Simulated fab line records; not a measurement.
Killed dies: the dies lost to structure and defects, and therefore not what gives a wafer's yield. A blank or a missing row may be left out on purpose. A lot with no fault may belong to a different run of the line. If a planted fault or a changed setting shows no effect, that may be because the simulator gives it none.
Shared-tool check || flow berkeley_cmos170 || 39 wafers sampled across 13 lots

## THE REASON FOR OPENING IT
1 of 13 lots carry a flag on the reading NVT_TW at UCB170_NVT_TW_MEAS_09. Wafers without a fault read 525.8, standard deviation 2.6.
Rule: a lot is flagged when every wafer of it that has a number lies more than 4 standard deviations from that mean, or none has a number. The rest of the lots are taken to be sound.

{"lot": "L778", "measured": "day 6 12:11", "on": "film_metro-01", "NVT_TW, wafer by wafer": "526.5 525.3 526.2", "flag": ""}
{"lot": "L779", "measured": "day 6 12:15", "on": "film_metro-01", "NVT_TW, wafer by wafer": "524.1 524.1 527.1", "flag": ""}
{"lot": "L780", "measured": "day 6 12:22", "on": "film_metro-01", "NVT_TW, wafer by wafer": "523.1 523.9 522.8", "flag": ""}
{"lot": "L777", "measured": "day 6 12:36", "on": "film_metro-01", "NVT_TW, wafer by wafer": "524.5 524.1 527.4", "flag": ""}
{"lot": "L784", "measured": "day 7 07:40", "on": "film_metro-01", "NVT_TW, wafer by wafer": "30.0 30.0 29.9", "flag": "FLAGGED"}
{"lot": "L781", "measured": "day 7 07:57", "on": "film_metro-01", "NVT_TW, wafer by wafer": "524.9 525.9 527.3", "flag": ""}
{"lot": "L783", "measured": "day 7 08:13", "on": "film_metro-03", "NVT_TW, wafer by wafer": "517.9 520.8 521.7", "flag": ""}
{"lot": "L789", "measured": "day 8 23:47", "on": "film_metro-02", "NVT_TW, wafer by wafer": "524.2 526.8 526.7", "flag": ""}
{"lot": "L792", "measured": "day 9 00:01", "on": "film_metro-02", "NVT_TW, wafer by wafer": "531.3 528.9 527.4", "flag": ""}
{"lot": "L795", "measured": "day 9 17:44", "on": "film_metro-01", "NVT_TW, wafer by wafer": "524.5 527.3 527.4", "flag": ""}
{"lot": "L794", "measured": "day 9 18:02", "on": "film_metro-01", "NVT_TW, wafer by wafer": "526.9 527.6 527.1", "flag": ""}
{"lot": "L796", "measured": "day 10 07:20", "on": "film_metro-02", "NVT_TW, wafer by wafer": "528.7 529.5 530.3", "flag": ""}
{"lot": "L797", "measured": "day 10 14:09", "on": "film_metro-03", "NVT_TW, wafer by wafer": "530.4 529.1 525.1", "flag": ""}
Flagged lots average 30.0: -495.8 relative to the usual, that is -99 or more standard deviations.

## WHICH TOOL EACH LOT WENT THROUGH
The record keeps 1 process step preceding the reading, out of 331 steps on the route. Read each cell as the tool, then ch plus the chambers that the sampled wafers visited, then the start.
{"lot": "L778", "flag": "", "UCB170_NVT_EXPOSE_03": "krf_scanner-01 ch 0, day 6 11:20"}
{"lot": "L779", "flag": "", "UCB170_NVT_EXPOSE_03": "krf_scanner-02 ch 0, day 6 11:34"}
{"lot": "L780", "flag": "", "UCB170_NVT_EXPOSE_03": "krf_scanner-02 ch 0, day 6 11:41"}
{"lot": "L777", "flag": "", "UCB170_NVT_EXPOSE_03": "krf_scanner-01 ch 0, day 6 11:56"}
{"lot": "L784", "flag": "FLAGGED", "UCB170_NVT_EXPOSE_03": "krf_scanner-02 ch 0, day 7 06:19"}
{"lot": "L781", "flag": "", "UCB170_NVT_EXPOSE_03": "krf_scanner-02 ch 0, day 7 06:28"}
{"lot": "L783", "flag": "", "UCB170_NVT_EXPOSE_03": "krf_scanner-02 ch 0, day 7 06:56"}
{"lot": "L789", "flag": "", "UCB170_NVT_EXPOSE_03": "krf_scanner-02 ch 0, day 8 23:02"}
{"lot": "L792", "flag": "", "UCB170_NVT_EXPOSE_03": "krf_scanner-01 ch 0, day 8 23:20"}
{"lot": "L795", "flag": "", "UCB170_NVT_EXPOSE_03": "krf_scanner-01 ch 0, day 9 16:34"}
{"lot": "L794", "flag": "", "UCB170_NVT_EXPOSE_03": "krf_scanner-02 ch 0, day 9 17:00"}
{"lot": "L796", "flag": "", "UCB170_NVT_EXPOSE_03": "krf_scanner-02 ch 0, day 10 06:40"}
{"lot": "L797", "flag": "", "UCB170_NVT_EXPOSE_03": "krf_scanner-02 ch 0, day 10 12:50"}
What the steps here do:
- UCB170_NVT_EXPOSE_03: exposes mask PWELL, target cd 3000 nm.
- UCB170_NVT_TW_MEAS_09

## FLAGGED OVER TOTAL, TOOL BY TOOL (the gauges that took the reading come last)
{"step": "UCB170_NVT_EXPOSE_03", "tool": "krf_scanner-01", "lots run": 4, "flagged": 0, "share of the flagged lots": "none", "sound lots run after its first flagged lot": "-"}
{"step": "UCB170_NVT_EXPOSE_03", "tool": "krf_scanner-02", "lots run": 9, "flagged": 1, "share of the flagged lots": "all", "sound lots run after its first flagged lot": "6 (L781,L783,L789,L794,L796,L797)"}
{"step": "UCB170_NVT_TW_MEAS_09", "tool": "film_metro-01", "lots run": 8, "flagged": 1, "share of the flagged lots": "all", "sound lots run after its first flagged lot": "3 (L781,L795,L794)"}
{"step": "UCB170_NVT_TW_MEAS_09", "tool": "film_metro-02", "lots run": 3, "flagged": 0, "share of the flagged lots": "none", "sound lots run after its first flagged lot": "-"}
{"step": "UCB170_NVT_TW_MEAS_09", "tool": "film_metro-03", "lots run": 2, "flagged": 0, "share of the flagged lots": "none", "sound lots run after its first flagged lot": "-"}

## WHAT THE TABLE PERMITS
In 2 table rows, all flagged lots were run: krf_scanner-02 (UCB170_NVT_EXPOSE_03), film_metro-01 (UCB170_NVT_TW_MEAS_09).
- krf_scanner-02 at UCB170_NVT_EXPOSE_03 ran 9 lots, 1 of them flagged. Lots that were sound ran on it after the first flagged one (L781, L783, L789, L794, L796, L797); a persistent fault on the entire tool would not allow that.
- film_metro-01 at UCB170_NVT_TW_MEAS_09 ran 8 lots, 1 of them flagged. Lots that were sound ran on it after the first flagged one (L781, L795, L794); a persistent fault on the entire tool would not allow that.
No row of the table ran every flagged lot and no sound lot after the first.

## WHAT HAD BEEN PUT IN BY THE SIMULATOR
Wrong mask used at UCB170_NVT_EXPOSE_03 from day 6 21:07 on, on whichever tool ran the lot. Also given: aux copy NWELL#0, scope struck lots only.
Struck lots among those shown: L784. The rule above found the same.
